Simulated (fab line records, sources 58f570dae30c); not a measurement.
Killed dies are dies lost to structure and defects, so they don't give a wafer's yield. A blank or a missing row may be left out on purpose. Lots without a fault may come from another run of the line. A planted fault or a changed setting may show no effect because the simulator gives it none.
Which tool did it? | flow berkeley_cmos170 | 14 lots, 42 wafers sampled, at 3 steps of a route of 331

WHAT THE GAUGES READ, wafer by wafer
UCB170_M3_RS_MEAS_02: measures by four-point-probe. Usual: M3_AL_RS 0.03186 ohm/sq, standard deviation 0.00027.
lot  | measured     | on            | M3_AL_RS (ohm/sq)                              | flag
L262 | day 8 21:09  | film_metro-02 | 0.03235 0.03203 0.03222                        |
L263 | day 8 21:25  | film_metro-01 | 0.03179 0.03168 0.03165                        |
L264 | day 9 05:57  | film_metro-02 | 0.03192 0.03164 0.03192                        |
L265 | day 9 06:38  | film_metro-02 | 0.03181 0.03147 0.03135                        |
L267 | day 9 13:29  | film_metro-01 | 0.03218 0.03189 0.03204                        |
L266 | day 9 15:27  | film_metro-02 | 0.03144 0.03144 0.03161                        |
L268 | day 10 18:41 | film_metro-02 | 0.0316 0.03192 0.03194                         |
L269 | day 10 18:56 | film_metro-04 | 0.03189 0.03227 0.03214                        |
L270 | day 10 19:05 | film_metro-01 | 0.03147 0.03157 0.03161                        |
L271 | day 10 19:23 | film_metro-04 | 0.03384 0.03372 0.03406 0.03385 0.03371 0.034  | OFF
L272 | day 11 05:37 | film_metro-01 | 0.03435 0.03426 0.0342 0.03444 0.03425 0.03427 | OFF
L280 | day 12 19:56 | film_metro-02 | 0.03175 0.03168 0.03157                        |
L282 | day 13 15:57 | film_metro-01 | 0.03171 0.03172 0.03209                        |
L283 | day 14 04:46 | film_metro-02 | 0.03154 0.03171 0.03155                        |

UCB170_M3_THK_MEAS_03: measures by xrf. Usual: M3_AL_THK 899 nm, standard deviation 9.8.
lot  | measured     | on            | M3_AL_THK (nm)          | flag
L262 | day 8 21:16  | film_metro-02 | 883 893 886             |
L263 | day 8 21:31  | film_metro-01 | 899 900 898             |
L264 | day 9 06:04  | film_metro-02 | 898 908 904             |
L265 | day 9 06:46  | film_metro-02 | 894 912 917             |
L267 | day 9 13:35  | film_metro-01 | 894 902 896             |
L266 | day 9 15:34  | film_metro-02 | 912 914 905             |
L268 | day 10 18:46 | film_metro-02 | 914 906 903             |
L269 | day 10 19:02 | film_metro-04 | 890 882 878             |
L270 | day 10 19:12 | film_metro-01 | 908 905 904             |
L271 | day 11 00:26 | film_metro-04 | 844 848 835 851 848 839 | OFF
L272 | day 11 12:20 | film_metro-01 | 838 843 842 837 838 837 | OFF
L280 | day 12 20:03 | film_metro-02 | 910 908 911             |
L282 | day 13 16:04 | film_metro-01 | 902 905 894             |
L283 | day 14 04:52 | film_metro-02 | 909 907 915             |

WHICH TOOL RAN EACH LOT (tool, then ch and the chambers of the sampled wafers, then the start)
lot  | UCB170_M3_SPUTTER_01
L262 | pvd_sputter-04, day 8 21:03
L263 | pvd_sputter-02, day 8 21:17
L264 | pvd_sputter-02, day 9 05:52
L265 | pvd_sputter-03, day 9 06:34
L267 | pvd_sputter-02, day 9 13:22
L266 | pvd_sputter-03, day 9 15:22
L268 | pvd_sputter-02, day 10 18:32
L269 | pvd_sputter-03, day 10 18:49
L270 | pvd_sputter-04, day 10 18:56
L271 | pvd_sputter-02, day 10 19:18
L272 | pvd_sputter-02, day 11 05:32
L280 | pvd_sputter-04, day 12 19:51
L282 | pvd_sputter-04, day 13 15:52
L283 | pvd_sputter-02, day 14 04:39
- UCB170_M3_SPUTTER_01: material Al, target thk 900 nm, time 120 s.

WHAT THE TOOLS THEMSELVES READ (means of the sampled wafers that have a number; where no wafer has one, the mark that the record gives instead)
UCB170_M3_SPUTTER_01. Usual: chamber_pressure_pa 0.5000 Pa, standard deviation 0.001; throttle_valve_pct 29.7 %, standard deviation 0.89.
lot  | tool           | chamber_pressure_pa (Pa) | throttle_valve_pct (%) | flag
L262 | pvd_sputter-04 | 0.4989                   | 29.7                   |
L263 | pvd_sputter-02 | 0.5005                   | 30.0                   |
L264 | pvd_sputter-02 | 0.4994                   | 29.7                   |
L265 | pvd_sputter-03 | 0.4998                   | 30.9                   |
L267 | pvd_sputter-02 | 0.4992                   | 29.7                   |
L266 | pvd_sputter-03 | 0.4999                   | 30.3                   |
L268 | pvd_sputter-02 | 0.5006                   | 29.6                   |
L269 | pvd_sputter-03 | 0.5001                   | 29.2                   |
L270 | pvd_sputter-04 | 0.5000                   | 29.5                   |
L271 | pvd_sputter-02 | 0.5003                   | 29.8                   |
L272 | pvd_sputter-02 | 0.5001                   | 29.6                   |
L280 | pvd_sputter-04 | 0.5000                   | 29.8                   |
L282 | pvd_sputter-04 | 0.4997                   | 28.9                   |
L283 | pvd_sputter-02 | 0.4992                   | 29.4                   |

THE ANSWER, worked out from the rows above alone
Rule: a lot is off if the mean of its wafers that have a number lies more than 3 standard deviations from the usual mean. A lot without any number at a reading at which 4 lots or more have one is off too. The other lots that the step has rows for count as sound. The gauges are gone through in route order, then the tools' own readings, and for those a lot's mean is taken as printed above. The first step at which some lot is off is used, and at that step the reading that is off furthest; a lot without a number counts as furthest.
Off: L271, L272, at UCB170_M3_RS_MEAS_02 (M3_AL_RS).
A tool fits if, at a process step before that reading, it ran every lot that is off, and no sound lot after the first of them. The gauges at UCB170_M3_RS_MEAS_02 are tried like those tools. None of those tried fits.

WHAT THE SIMULATOR HAD PUT IN
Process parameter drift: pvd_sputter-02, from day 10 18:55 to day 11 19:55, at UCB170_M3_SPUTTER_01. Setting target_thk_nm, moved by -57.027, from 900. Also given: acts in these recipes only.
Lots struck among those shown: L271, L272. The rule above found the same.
